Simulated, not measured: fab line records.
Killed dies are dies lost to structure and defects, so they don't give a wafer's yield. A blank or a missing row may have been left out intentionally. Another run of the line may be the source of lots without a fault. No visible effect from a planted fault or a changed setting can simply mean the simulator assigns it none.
Lot-split experiment	flow rit cmos	23 wafers read from 5 lots, route of 202 steps

## THE SPLIT
At RIT_NLDD_IMPLANT_08, the setting dose cm2 was moved away from the recipe's 5e+14 on 5 of the 23 wafers read, by -5.2% to +4.2%. The other wafers ran this setting at the recipe's value.

## FROM THE SPLIT TO THE READING: what the file shows between them, 1 step
- RIT_NLDD_STRIP_09: strips in O2, time 180 s (also split here: pressure mtorr)

## THE READING
NLDD_TW, at RIT_NLDD_TW_MEAS_10. Fault-free wafers of this fab line usually give 2487, standard deviation 14.

wafer	tool, chamber at the split	dose cm2 as run	against the recipe	NLDD_TW	against lot-mates on the recipe
L077.1	implanter-01, 0	5.211e+14	+4.2%	2496	+22
L077.2	implanter-01, 0	5e+14	recipe	2467	-
L077.4	implanter-01, 0	5.211e+14	+4.2%	2499	+25
L077.5	implanter-01, 0	5e+14	recipe	2471	-
L077.6	implanter-01, 0	5e+14	recipe	2483	-
L078.1	implanter-01, 0	5e+14	recipe	2468	-
L078.2	implanter-01, 0	5e+14	recipe	2469	-
L078.4	implanter-01, 0	5e+14	recipe	2476	-
L078.5	implanter-01, 0	5e+14	recipe	2462	-
L078.6	implanter-01, 0	5e+14	recipe	2467	-
L079.1	implanter-03, 0	5e+14	recipe	2487	-
L079.2	implanter-03, 0	5e+14	recipe	2497	-
L079.3	implanter-03, 0	5e+14	recipe	2490	-
L079.5	implanter-03, 0	5e+14	recipe	2505	-
L079.6	implanter-03, 0	5e+14	recipe	2498	-
L084.1	implanter-01, 0	5e+14	recipe	2490	-
L084.2	implanter-01, 0	4.74e+14	-5.2%	2469	-22
L084.3	implanter-01, 0	5e+14	recipe	2491	-
L084.4	implanter-01, 0	4.74e+14	-5.2%	2448	-42
L084.6	implanter-01, 0	4.74e+14	-5.2%	2455	-36
L085.3	implanter-01, 0	5e+14	recipe	2490	-
L085.4	implanter-01, 0	5e+14	recipe	2490	-
L085.5	implanter-01, 0	5e+14	recipe	2491	-

FIT RESULTS
A straight line over all 23 wafers: NLDD_TW changes by +4.43 for each +1% of dose cm2; r = +0.65; the points scatter about the line by 12.
The same after taking each lot's own level away (the mean of its wafers on the recipe; 23 wafers): +6.13 for each +1%; r = +0.93; scatter 5.7.
According to that fit, moving dose cm2 by its largest amount changes the reading by 32.
The lots' own levels span 2468.4 to 2495.4, that is 1.9 times the standard deviation above.
So the lot-to-lot level blurs the effect unless lot-mates are compared.
Check: with one of the wafers moved furthest among these (-5.2%) left out of the fit, the line predicts -35.9 for it against its lot-mates. It came out at -21.5 against them.

## OTHER SPLITS APPLIED TO THESE WAFERS
Other splits were also applied to these wafers ahead of the reading. Each is held against what the fit with the lots' levels taken away leaves over:
other split on the same wafers	wafers away from the commonest value	r with NLDD_TW (lot level and that fit taken away)
RIT_ACTIVE_EXPOSE_08 dose mj	8	-0.04
RIT_ACTIVE_ETCH_13 over etch frac	8	+0.26
RIT_NWELL_IMPLANT_08 dose cm2	7	-0.18
RIT_PWELL_HARDBAKE_07 temp c	9	+0.09
RIT_NRETRO_SOFTBAKE_02 temp c	11	-0.03
RIT_NRETRO_IMPLANT_08 energy kev	8	+0.14
RIT_PRETRO_SOFTBAKE_02 temp c	6	+0.00
RIT_NLDD_COAT_01 spin rpm	11	+0.26
RIT_NLDD_STRIP_09 pressure mtorr	18	+0.01

## FILE'S OWN FIT
NLDD_TW changes by +6.09 for each +1% of dose cm2, r = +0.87.
